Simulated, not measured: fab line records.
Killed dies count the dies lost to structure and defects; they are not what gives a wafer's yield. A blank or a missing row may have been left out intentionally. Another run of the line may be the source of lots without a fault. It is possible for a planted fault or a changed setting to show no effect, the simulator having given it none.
fab line records | flow rit_cmos
record lots=6 | wafers=18 | last_day=6
route steps=202 shown NSD@138 PSD@142 SDANNEAL@153 M1@202
lots untouched by any fault: they come from a run of this same line in which no faults occurred
start_h: hours from the record's first day to the start of the lot's first wafer shown | wait_h: hours elapsed since this lot's preceding step | " identical to the entry in the row above | L1.1+2: a single row standing in for several wafers | - no value present, or no start provided | * or withheld: withheld | < > ~ a bound
route shown NAME@n: NAME is a module with steps in the file, n the number in the route of the first one | usual: mean/standard deviation taken from wafers without a fault | same: alike in all rows | chamber/n: place in a boat | sites: per-site readings | _std_site: the values' standard deviation | _edge_site: outer sites' mean less inner sites' | radius_mm: for every site, how far away it sits from the centre of the wafer | mask NAME#n: copy n | behind: the last tool/chamber to shape the wafer | hold: why the lot went on hold/how many hours it stayed there/how the hold came to an end | device: the n, p or np transistor that did not switch | end of line: the same wafers' tests at the end of the route | where a step has no rows: the recipe by itself | killed: dies that structure and defects cost at the first sort, which is not the same as the wafer's yield | map: shows each die of a wafer: x if killed, . if not, _ if none is there
set.NAME: the setting as run; set.NAME@STEP: as run at that earlier step | model.NAME: the simulator's own value behind a step, which no gauge read
lots at selected steps of the route; one table per step, one row per wafer
services: when a tool's chamber went out of use (start_h, in hours from the record's first day, below 0 if earlier), for how many hours, and the reason
## steps
# step RIT_NSD_HARDBAKE_07
# recipe resist=NOVOLAK | temp_c=140 | time_s=60
# step RIT_NSD_IMPLANT_08
# recipe species=P | energy_kev=25 | dose_cm2=1e+15 | tilt_deg=7
# step RIT_NSD_STRIP_09
# recipe chemistry=O2 | time_s=180 | resist=NOVOLAK | platen_temp_c=withheld | power_w=500 | pressure_mtorr=4000 | o2_flow_sccm=4000
# usual drypump_motor_current_A=5.8/0.34
lot.wafer | tool            | chamber | start_h | wait_h | drypump_motor_current_A | rf_hours_counter_h
L472.3    | plasma_asher-02 | 1       | 57.67   | 0.1    | 5.8                     | -
L472.4    | "               | 0       | "       | "      | 5.7                     | -
L472.5    | "               | 0       | "       | "      | 5.7                     | -
L477.4    | plasma_asher-02 | 0       | 81.88   | 0.1    | 5.7                     | -
L477.5    | "               | 1       | "       | "      | 5.8                     | -
L477.6    | "               | 0       | "       | "      | 5.7                     | -
L483.1    | plasma_asher-04 | 1       | 114.43  | 0.1    | 5.7                     | 51
L483.4    | "               | 1       | "       | "      | 5.7                     | -
L483.6    | "               | 1       | "       | "      | 5.7                     | -
L484.1    | plasma_asher-04 | 1       | 117.06  | 0.1    | 5.8                     | 52
L484.4    | "               | 0       | "       | "      | 6.0                     | -
L484.6    | "               | 0       | "       | "      | 6.0                     | -
L487.1    | plasma_asher-04 | 1       | 134.57  | 0.1    | 5.7                     | 54
L487.3    | "               | 0       | "       | "      | 6.0                     | -
L487.5    | "               | 1       | "       | "      | 5.7                     | -
L490.1    | plasma_asher-02 | 1       | 143.26  | 0.1    | 5.7                     | 3
L490.2    | "               | 0       | "       | "      | 5.7                     | 3
L490.3    | "               | 1       | "       | "      | 5.8                     | -
# step RIT_NSD_TW_MEAS_10
# usual NSD_TW=3173/18
lot.wafer | tool          | chamber | start_h | wait_h | NSD_TW
L472.3    | film_metro-04 | -       | 57.81   | 0.1    | 3178
L472.4    | "             | -       | "       | "      | 3169
L472.5    | "             | -       | "       | "      | 3179
L477.4    | film_metro-02 | -       | 82.03   | 0.1    | 3152
L477.5    | "             | -       | "       | "      | 3158
L477.6    | "             | -       | "       | "      | 3149
L483.1    | film_metro-02 | -       | 114.60  | 0.1    | 3175
L483.4    | "             | -       | "       | "      | 3156
L483.6    | "             | -       | "       | "      | 3170
L484.1    | film_metro-03 | -       | 117.24  | 0.1    | 3175
L484.4    | "             | -       | "       | "      | 3185
L484.6    | "             | -       | "       | "      | 3159
L487.1    | film_metro-02 | -       | 134.74  | 0.1    | 3191
L487.3    | "             | -       | "       | "      | 3185
L487.5    | "             | -       | "       | "      | 3187
L490.1    | film_metro-03 | -       | 143.44  | 0.1    | 3163
L490.2    | "             | -       | "       | "      | 3149
L490.3    | "             | -       | "       | "      | 3165
# step RIT_PSD_HMDS_00
# recipe prime_time_s=60 | prime_temp_c=140
# step RIT_PSD_COAT_01
# recipe resist=NOVOLAK | spin_rpm=3250 | resist_thk_nm=1000
# step RIT_PSD_SOFTBAKE_02
# recipe resist=NOVOLAK | temp_c=88.81 | time_s=60
# step RIT_PSD_EXPOSE_03
# recipe mask_id=M10 | na=0.57 | target_cd_nm=40900 | dose_mj=250
# step RIT_PSD_PEB_04
# recipe resist=NOVOLAK | temp_c=withheld | time_s=withheld
# step RIT_PSD_DEVELOP_05
# recipe resist=NOVOLAK | develop_time_s=50 | dev_temp_c=23
# step RIT_PSD_OVL_MEAS_06
# usual PSD_OVL=-0.1/1.3
lot.wafer | tool       | chamber | start_h | wait_h | PSD_OVL[nm]
L472.3    | overlay-02 | -       | 58.71   | -      | -1.6
L472.4    | "          | -       | "       | "      | -0.4
L472.5    | "          | -       | "       | "      | -1.0
L477.4    | overlay-02 | -       | 82.99   | -      | 3.6
L477.5    | "          | -       | "       | "      | 2.3
L477.6    | "          | -       | "       | "      | 1.4
L483.1    | overlay-01 | -       | 115.51  | -      | 0.9
L483.4    | "          | -       | "       | "      | -0.3
L483.6    | "          | -       | "       | "      | 1.3
L484.1    | overlay-02 | -       | 118.15  | -      | -1.5
L484.4    | "          | -       | "       | "      | 0.2
L484.6    | "          | -       | "       | "      | 1.3
L487.1    | overlay-01 | -       | 135.80  | -      | 0.8
L487.3    | "          | -       | "       | "      | 1.9
L487.5    | "          | -       | "       | "      | 0.0
L490.1    | overlay-01 | -       | 144.35  | -      | 1.2
L490.2    | "          | -       | "       | "      | 1.9
L490.3    | "          | -       | "       | "      | 0.0
# step RIT_PSD_HARDBAKE_07
# recipe resist=NOVOLAK | temp_c=140 | time_s=60
# step RIT_PSD_IMPLANT_08
# recipe species=BF2 | energy_kev=27 | dose_cm2=5e+15 | tilt_deg=7
# usual end_station_pressure_torr=1.49e-05/1.5e-06
lot.wafer | tool         | chamber | start_h | wait_h | end_station_pressure_torr
L472.3    | implanter-03 | 0       | 58.93   | 0.1    | 1.53e-05
L472.4    | "            | 0       | "       | "      | 1.65e-05
L472.5    | "            | 0       | "       | "      | 1.68e-05
L477.4    | implanter-04 | 0       | 83.23   | 0.1    | 1.5e-05
L477.5    | "            | 0       | "       | "      | 1.36e-05
L477.6    | "            | 0       | "       | "      | 1.3e-05
L483.1    | implanter-04 | 0       | 115.70  | 0.1    | 1.55e-05
L483.4    | "            | 0       | "       | "      | 1.44e-05
L483.6    | "            | 0       | "       | "      | 1.4e-05
L484.1    | implanter-04 | 0       | 118.33  | 0.1    | 1.36e-05
L484.4    | "            | 0       | "       | "      | 1.42e-05
L484.6    | "            | 0       | "       | "      | 1.37e-05
L487.1    | implanter-02 | 0       | 135.99  | 0.1    | 1.65e-05
L487.3    | "            | 0       | "       | "      | 1.74e-05
L487.5    | "            | 0       | "       | "      | 1.71e-05
L490.1    | implanter-02 | 0       | 144.62  | 0.2    | 1.65e-05
L490.2    | "            | 0       | "       | "      | 1.58e-05
L490.3    | "            | 0       | "       | "      | 1.75e-05
# step RIT_PSD_STRIP_09
# recipe chemistry=O2 | time_s=180 | resist=NOVOLAK | platen_temp_c=withheld | power_w=500 | pressure_mtorr=4000 | o2_flow_sccm=4000
# usual drypump_motor_current_A=5.8/0.57
lot.wafer | tool            | chamber | start_h | wait_h | drypump_motor_current_A | rf_hours_counter_h
L472.3    | plasma_asher-01 | 0       | 59.09   | 0.1    | 5.2                     | -
L472.4    | "               | 1       | "       | "      | 6.5                     | -
L472.5    | "               | 0       | "       | "      | 5.2                     | -
L477.4    | plasma_asher-02 | 1       | 83.37   | 0.1    | 5.8                     | -
L477.5    | "               | 0       | "       | "      | 5.7                     | -
L477.6    | "               | 1       | "       | "      | 5.8                     | -
L483.1    | plasma_asher-01 | 0       | 115.85  | 0.1    | 5.2                     | 50
L483.4    | "               | 1       | "       | "      | 6.5                     | -
L483.6    | "               | 0       | "       | "      | 5.2                     | -
L484.1    | plasma_asher-01 | 0       | 118.48  | 0.1    | 5.2                     | 51
L484.4    | "               | 0       | "       | "      | 5.2                     | -
L484.6    | "               | 1       | "       | "      | 6.5                     | -
L487.1    | plasma_asher-02 | 0       | 136.14  | 0.1    | 5.7                     | 2
L487.3    | "               | 0       | "       | "      | 5.7                     | -
L487.5    | "               | 0       | "       | "      | 5.7                     | -
L490.1    | plasma_asher-02 | 1       | 144.77  | 0.1    | 5.7                     | 3
L490.2    | "               | 0       | "       | "      | 5.7                     | 3
L490.3    | "               | 0       | "       | "      | 5.7                     | -
# step RIT_PSD_TW_MEAS_10
# usual PSD_TW=3484/19
lot.wafer | tool          | chamber | start_h | wait_h | PSD_TW
L472.3    | film_metro-02 | -       | 59.23   | 0.1    | 3470
L472.4    | "             | -       | "       | "      | 3452
L472.5    | "             | -       | "       | "      | 3464
L477.4    | film_metro-03 | -       | 83.51   | 0.1    | 3454
L477.5    | "             | -       | "       | "      | 3441
L477.6    | "             | -       | "       | "      | 3457
L483.1    | film_metro-03 | -       | 116.02  | 0.1    | 3376
L483.4    | "             | -       | "       | "      | 3395
L483.6    | "             | -       | "       | "      | 3374
L484.1    | film_metro-03 | -       | 118.66  | 0.1    | 3373
L484.4    | "             | -       | "       | "      | 3380
L484.6    | "             | -       | "       | "      | 3388
L487.1    | film_metro-04 | -       | 136.31  | 0.1    | 3508
L487.3    | "             | -       | "       | "      | 3504
L487.5    | "             | -       | "       | "      | 3517
L490.1    | film_metro-04 | -       | 144.94  | 0.1    | 3479
L490.2    | "             | -       | "       | "      | 3489
L490.3    | "             | -       | "       | "      | 3497
# step RIT_SDANNEAL_CLEAN_00
# recipe chemistry=SC1 | mix=3:3:50 | time_s=600 | temp_c=75
# step RIT_SDANNEAL_CLEAN_01
# recipe chemistry=dHF | dilution=50:1 | time_s=30
# step RIT_SDANNEAL_CLEAN_02
# recipe chemistry=SC2 | mix=3:3:50 | time_s=600 | temp_c=75 | dry=n2_spin
# step RIT_SDANNEAL_RTA_03
# recipe temp_c=1050 | time_s=5 | idle_temp_c=600 | ramp_up_c_per_s=342 | ramp_down_c_per_s=171 | cool_to_c=600 | ambient=N2
# usual wafer_temp_C_max=1053.5/1.1
lot.wafer | tool          | chamber | start_h | wait_h | wafer_temp_C_max
L472.3    | rtp_anneal-01 | 0       | 59.65   | 0.0    | 1054.0
L472.4    | "             | 0       | "       | "      | 1052.1
L472.5    | "             | 0       | "       | "      | 1054.0
L477.4    | rtp_anneal-02 | 0       | 83.97   | 0.0    | 1052.8
L477.5    | "             | 0       | "       | "      | 1055.5
L477.6    | "             | 0       | "       | "      | 1053.8
L483.1    | rtp_anneal-02 | 0       | 116.45  | 0.0    | 1053.8
L483.4    | "             | 0       | "       | "      | 1054.6
L483.6    | "             | 0       | "       | "      | 1053.4
L484.1    | rtp_anneal-01 | 0       | 119.10  | 0.0    | 1053.6
L484.4    | "             | 0       | "       | "      | 1055.1
L484.6    | "             | 0       | "       | "      | 1055.4
L487.1    | rtp_anneal-02 | 0       | 136.74  | 0.0    | 1051.9
L487.3    | "             | 0       | "       | "      | 1053.5
L487.5    | "             | 0       | "       | "      | 1052.8
L490.1    | rtp_anneal-01 | 0       | 145.39  | 0.0    | 1054.4
L490.2    | "             | 0       | "       | "      | 1051.4
L490.3    | "             | 0       | "       | "      | 1052.4
# step RIT_SDANNEAL_RS_MEAS_04
# recipe thk_meas_gauge=four-point-probe
# usual PSD_RS=116.1/0.33
lot.wafer | tool          | chamber | start_h | wait_h | PSD_RS[ohm/sq]
L472.3    | film_metro-04 | -       | 59.73   | 0.1    | 116.2
L472.4    | "             | -       | "       | "      | 116.4
L472.5    | "             | -       | "       | "      | 116.5
L477.4    | film_metro-04 | -       | 84.06   | 0.1    | 116.2
L477.5    | "             | -       | "       | "      | 116.6
L477.6    | "             | -       | "       | "      | 116.5
L483.1    | film_metro-02 | -       | 116.51  | 0.0    | 119.5
L483.4    | "             | -       | "       | "      | 119.4
L483.6    | "             | -       | "       | "      | 118.8
L484.1    | film_metro-03 | -       | 119.16  | 0.0    | 118.9
L484.4    | "             | -       | "       | "      | 118.9
L484.6    | "             | -       | "       | "      | 118.9
L487.1    | film_metro-02 | -       | 136.80  | 0.0    | 115.7
L487.3    | "             | -       | "       | "      | 116.0
L487.5    | "             | -       | "       | "      | 116.1
L490.1    | film_metro-03 | -       | 145.45  | 0.0    | 116.6
L490.2    | "             | -       | "       | "      | 116.4
L490.3    | "             | -       | "       | "      | 116.6
# step RIT_SDANNEAL_RS_MEAS_05
# recipe thk_meas_gauge=four-point-probe
# usual NSD_RS=84.71/0.27
lot.wafer | tool          | chamber | start_h | wait_h | NSD_RS[ohm/sq]
L472.3    | film_metro-04 | -       | 59.85   | 0.1    | 84.95
L472.4    | "             | -       | "       | "      | 84.95
L472.5    | "             | -       | "       | "      | 84.75
L477.4    | film_metro-04 | -       | 84.18   | 0.1    | 85.22
L477.5    | "             | -       | "       | "      | 85.01
L477.6    | "             | -       | "       | "      | 85.45
L483.1    | film_metro-02 | -       | 116.63  | 0.1    | 84.53
L483.4    | "             | -       | "       | "      | 84.70
L483.6    | "             | -       | "       | "      | 84.59
L484.1    | film_metro-03 | -       | 119.28  | 0.1    | 84.82
L484.4    | "             | -       | "       | "      | 84.92
L484.6    | "             | -       | "       | "      | 84.67
L487.1    | film_metro-02 | -       | 136.92  | 0.1    | 84.64
L487.3    | "             | -       | "       | "      | 84.74
L487.5    | "             | -       | "       | "      | 84.63
L490.1    | film_metro-03 | -       | 145.57  | 0.1    | 84.37
L490.2    | "             | -       | "       | "      | 84.11
L490.3    | "             | -       | "       | "      | 84.21
# step RIT_M1_PROBE_99
# usual killed_at_front_end=7/3.3 | killed_dies=7/3.3 | killed_open=3.3/1.9 | killed_short=3.6/2.1
# same gross_dies=264 | killed_at_M0_to_M3=0 | killed_at_M4_up=0 | killed_at_back_side=0 | killed_at_contacts=0 | killed_at_other=0
lot.wafer | tool      | chamber | start_h | wait_h | killed_at_front_end | killed_dies | killed_open | killed_short | model.etest.contact_pplus.end_ohm_um | model.etest.vpnp.gain | model.etest.cap_p_gate.vfb_v
L472.3    | prober-02 | -       | 67.34   | 0.2    | 8                   | 8           | 6           | 2            | 44.08                                | 1.028                 | 0.9684
L472.4    | prober-02 | -       | 67.39   | 0.2    | 10                  | 10          | 4           | 6            | 44.86                                | 1.01                  | 0.9654
L472.5    | prober-02 | -       | 67.44   | 0.2    | 12                  | 12          | 5           | 6            | 44.81                                | 1.021                 | 0.9666
L477.4    | prober-01 | -       | 92.00   | 0.2    | 1                   | 1           | 1           | 0            | 44.52                                | 1.049                 | 0.9633
L477.5    | prober-01 | -       | 92.05   | 0.2    | 5                   | 5           | 3           | 2            | 44.73                                | 1.043                 | 0.9606
L477.6    | prober-01 | -       | 92.10   | 0.2    | 7                   | 7           | 3           | 4            | 45.08                                | 1.02                  | 0.9696
L483.1    | prober-01 | -       | 124.04  | 0.1    | 9                   | 9           | 5           | 4            | 50.18                                | 0.991                 | 0.9557
L483.4    | prober-01 | -       | 124.19  | 0.2    | 11                  | 11          | 5           | 6            | 50.26                                | 0.9942                | 0.9568
L483.6    | prober-01 | -       | 124.29  | 0.2    | 4                   | 4           | 3           | 1            | 49.8                                 | 0.9675                | 0.9628
L484.1    | prober-02 | -       | 126.52  | 0.1    | 10                  | 10          | 6           | 4            | 53.1                                 | 0.9454                | 0.9568
L484.4    | prober-02 | -       | 126.67  | 0.2    | 9                   | 9           | 3           | 6            | 50.05                                | 0.9573                | 0.9596
L484.6    | prober-02 | -       | 126.77  | 0.2    | 8                   | 8           | 4           | 4            | 51.99                                | 0.9751                | 0.9608
L487.1    | prober-01 | -       | 144.35  | 0.1    | 4                   | 4           | 2           | 2            | 43.2                                 | 1.083                 | 0.9602
L487.3    | prober-01 | -       | 144.45  | 0.2    | 7                   | 7           | 4           | 3            | 43.28                                | 1.101                 | 0.9652
L487.5    | prober-01 | -       | 144.55  | 0.2    | 7                   | 7           | 2           | 5            | 43.24                                | 1.107                 | 0.9721
L490.1    | prober-02 | -       | 152.75  | 0.1    | 8                   | 8           | 3           | 5            | 46.45                                | 1.031                 | 0.9599
L490.2    | prober-02 | -       | 152.80  | 0.1    | 4                   | 4           | 1           | 3            | 45.04                                | 1.027                 | 0.9669
L490.3    | prober-02 | -       | 152.85  | 0.2    | 7                   | 7           | 4           | 3            | 44.56                                | 1.035                 | 0.9603
# killed by level:class
L472.3 FOX1:geometric_particle:open=3 REOX:geometric_particle:open=2 FOX1:geometric_particle:short=1 GATE:geometric_particle:open=1 SILICIDE:geometric_particle:short=1
L472.4 GATE:geometric_particle:open=4 SILICIDE:geometric_particle:short=2 ACTIVE:geometric_particle:short=1 FOX1:geometric_particle:short=1 FOX2:geometric_particle:short=1 GATE:geometric_particle:short=1
L472.5 GATE:geometric_particle:open=3 GATE:geometric_particle:short=2 REOX:geometric_particle:short=2 SPACER:geometric_particle:short=2 REOX:geometric_particle:open=1 SILICIDE:geometric_particle:open=1 PSD:coat_microbubble_printed=1
L477.4 REOX:geometric_particle:open=1
L477.5 FOX1:geometric_particle:open=1 FOX2:geometric_particle:short=1 GATE:geometric_particle:open=1 GATE:geometric_particle:short=1 SPACER:geometric_particle:open=1
L477.6 SPACER:geometric_particle:short=3 FOX1:geometric_particle:short=1 FOX2:geometric_particle:open=1 REOX:geometric_particle:open=1 SPACER:geometric_particle:open=1
L483.1 FOX2:geometric_particle:open=2 GATE:geometric_particle:short=2 GATE:geometric_particle:open=2 SPACER:geometric_particle:short=2 SPACER:geometric_particle:open=1
L483.4 FOX1:geometric_particle:open=2 GATE:geometric_particle:short=2 SILICIDE:geometric_particle:short=2 FOX1:geometric_particle:short=1 FOX2:geometric_particle:short=1 FOX2:geometric_particle:open=1 GATE:geometric_particle:open=1 REOX:geometric_particle:open=1
L483.6 FOX1:geometric_particle:open=2 FOX1:geometric_particle:short=1 SPACER:geometric_particle:open=1
L484.1 GATE:geometric_particle:open=3 GATE:geometric_particle:short=3 FOX1:geometric_particle:open=2 FOX1:geometric_particle:short=1 SILICIDE:geometric_particle:open=1
L484.4 FOX1:geometric_particle:short=3 FOX1:geometric_particle:open=2 FOX2:geometric_particle:short=1 GATE:geometric_particle:short=1 SPACER:geometric_particle:short=1 SILICIDE:geometric_particle:open=1
L484.6 GATE:geometric_particle:open=3 REOX:geometric_particle:short=3 REOX:geometric_particle:open=1 SILICIDE:geometric_particle:short=1
L487.1 GATE:geometric_particle:short=2 FOX1:geometric_particle:open=1 GATE:geometric_particle:open=1
L487.3 GATE:geometric_particle:open=2 SPACER:geometric_particle:open=2 GATE:geometric_particle:short=1 REOX:geometric_particle:short=1 SPACER:geometric_particle:short=1
L487.5 GATE:geometric_particle:short=3 SPACER:geometric_particle:open=2 FOX2:geometric_particle:short=1 SILICIDE:geometric_particle:short=1
L490.1 GATE:geometric_particle:short=4 GATE:geometric_particle:open=2 REOX:geometric_particle:short=1 SPACER:geometric_particle:open=1
L490.2 GATE:geometric_particle:short=3 GATE:geometric_particle:open=1
L490.3 GATE:geometric_particle:open=2 REOX:geometric_particle:short=2 GATE:geometric_particle:short=1 REOX:geometric_particle:open=1 SPACER:geometric_particle:open=1
## services
tool            | chamber | start_h | hours | kind
implanter-04    | -       | 38.37   | 0.7   | repair
implanter-03    | -       | 41.36   | 1.0   | repair
implanter-03    | -       | 68.20   | 1.5   | repair
rtp_anneal-01   | -       | 68.49   | 3.4   | pm
implanter-03    | -       | 84.37   | 1.6   | repair
plasma_asher-02 | -       | 108.75  | 9.0   | pm
plasma_asher-02 | 0       | 108.75  | 9.0   | vent_cycle
plasma_asher-02 | 1       | 108.75  | 9.0   | vent_cycle
plasma_asher-02 | 0       | 117.75  | -     | clean
plasma_asher-02 | 1       | 117.75  | -     | clean
plasma_asher-01 | -       | 129.07  | 1.5   | repair
implanter-04    | -       | 131.21  | 5.2   | repair
implanter-04    | -       | 138.11  | 16.1  | pm
## key
first_sign step=RIT_PSD_TW_MEAS_10 | reading=PSD_TW | direction=down | sigmas=5.3 | usual=3484 | struck=3381
effect step=RIT_SDANNEAL_RS_MEAS_04 | reading=PSD_RS | direction=up | sigmas=9.2 | usual=116.1 | struck=119.1
model_effect step=RIT_M1_PROBE_99 | value=etest.contact_pplus.end_ohm_um | without=44.94 | struck=50.9
met_at RIT_PSD_IMPLANT_08
struck_wafers L483.1,L483.4,L483.6,L484.1,L484.4,L484.6
tester_left_out L483,L484
loop_trim step=RIT_M1_EXPOSE_06 | setting=dose | lots=L484
onset_between 83.23 115.70
also_fits RIT_PSD_STRIP_09:plasma_asher-01
fault kind=process_parameter_drift | tool=implanter-04 | chamber=- | onset_h=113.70 | steps=RIT_PSD_IMPLANT_08 | channel=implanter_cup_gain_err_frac | offset=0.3 | shape=step | end_h=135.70
# tester_left_out: of these lots the tester's yield and bins aren't shown, on N5 and GAA mostly nor the transistor test; their killed dies are dies lost to structure and defects alone, not to doping, threshold or leakage, so they don't give the yield
# loop_trim: a control loop set the setting to another value than it would have without faults
